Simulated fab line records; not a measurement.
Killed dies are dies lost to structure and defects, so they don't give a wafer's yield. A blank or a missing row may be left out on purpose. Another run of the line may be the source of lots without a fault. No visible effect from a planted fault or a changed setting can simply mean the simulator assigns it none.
Split-lot experiment ; flow rit_cmos ; 27 wafers read across 5 lots, on a route 202 steps long

## SPLIT DETAILS
At RIT_ACTIVE_DEVELOP_10 (develop time 50 s), the setting develop_time_s was moved away from the recipe's 50 s on 9 of the 27 wafers read, by -52.6% to +46.7%. For the rest of the wafers, this setting stayed at what the recipe calls for.

## FROM THE SPLIT TO THE READING: what the file shows between them, 4 steps
- RIT_ACTIVE_CD_MEAS_11: target cd 1400 nm
- RIT_ACTIVE_HARDBAKE_12: time 60 s
- RIT_ACTIVE_ETCH_13: etches Si3N4 in SF6, stops on SiO2, time 210 s, target depth 210 nm
- RIT_ACTIVE_STRIP_14: strips in O2, time 180 s

## THE READING
cd_nm (nm) at RIT_ACTIVE_CD_MEAS_90, where the cd target is 1400 nm. Fault-free wafers of this fab line usually give 1399.9 nm, standard deviation 1.9 nm.

wafer;tool, chamber at the split;develop_time_s as run, s;against the recipe;cd_nm, nm;against lot-mates on the recipe
L076.1;litho_track-03, 0;23.69;-52.6%;1482.4;+84.2
L076.2;litho_track-03, 0;50;recipe;1398.7;-
L076.3;litho_track-03, 0;50;recipe;1398.0;-
L076.4;litho_track-03, 0;23.69;-52.6%;1482.6;+84.4
L076.5;litho_track-03, 0;23.69;-52.6%;1482.1;+83.9
L076.6;litho_track-03, 0;50;recipe;1397.8;-
L078.1;litho_track-01, 0;67.19;+34.4%;1372.4;-27.7
L078.2;litho_track-01, 0;67.19;+34.4%;1372.2;-27.9
L078.3;litho_track-01, 0;50;recipe;1399.5;-
L078.4;litho_track-01, 0;50;recipe;1399.6;-
L078.5;litho_track-01, 0;67.19;+34.4%;1371.9;-28.2
L078.6;litho_track-01, 0;50;recipe;1401.3;-
L079.1;litho_track-03, 0;50;recipe;1404.6;-
L079.2;litho_track-03, 0;50;recipe;1403.1;-
L079.3;litho_track-03, 0;50;recipe;1402.9;-
L079.4;litho_track-03, 0;50;recipe;1401.1;-
L079.5;litho_track-03, 0;50;recipe;1403.7;-
L079.6;litho_track-03, 0;50;recipe;1401.6;-
L080.1;litho_track-04, 0;73.33;+46.7%;1363.9;-35.6
L080.2;litho_track-04, 0;50;recipe;1399.8;-
L080.3;litho_track-04, 0;50;recipe;1399.2;-
L080.4;litho_track-04, 0;73.33;+46.7%;1364.0;-35.5
L080.5;litho_track-04, 0;73.33;+46.7%;1363.8;-35.7
L080.6;litho_track-04, 0;50;recipe;1399.6;-
L085.1;litho_track-04, 0;50;recipe;1399.5;-
L085.3;litho_track-04, 0;50;recipe;1397.8;-
L085.4;litho_track-04, 0;50;recipe;1400.1;-

THE FIT
A straight line over all 27 wafers: cd_nm changes by -1.17 nm for each +1% of develop_time_s; r = -0.96; the points scatter about the line by 8.7 nm.
The same after taking each lot's own level away (the mean of its wafers on the recipe; 27 wafers): -1.18 nm for each +1%; r = -0.96; scatter 9.2 nm.
According to that fit, moving develop_time_s by its largest amount changes the reading by 62 nm.
Across the lots, their own levels run from 1398.17 to 1402.83 nm, a range of 2.5 times the standard deviation given above.
Hence the lot-to-lot level has little effect on the slope; both slopes agree.
Check: +63.8 nm against its lot-mates is what the line predicts for one of the wafers moved furthest among these (-52.6%) when that wafer is left out of the fit. It came out at +84.2 nm against them.

## THE WHOLE CHAIN: every reading that the file lists as answering this split, in the file's order
step;what it does;reading;change (the file's fit);r (the file's)
RIT_ACTIVE_CD_MEAS_11;target cd 1400 nm;cd_nm;-1.15 nm for each +1% of the setting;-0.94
RIT_ACTIVE_ETCH_13;etches Si3N4 in SF6, stops on SiO2, time 210 s, target depth 210 nm;ACTIVE.cd_nm (the simulator's own value, which no gauge read);-1.15 nm for each +1% of the setting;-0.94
RIT_ACTIVE_CD_MEAS_90;target cd 1400 nm;cd_nm;-1.15 nm for each +1% of the setting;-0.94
RIT_M1_PROBE_99;;etest.pplus_sal.width_nm (the simulator's own value, which no gauge read);-1.4 nm for each +1% of the setting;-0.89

## FILE'S OWN FIT
cd_nm changes by -1.15 nm for each +1% of develop_time_s, r = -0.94.
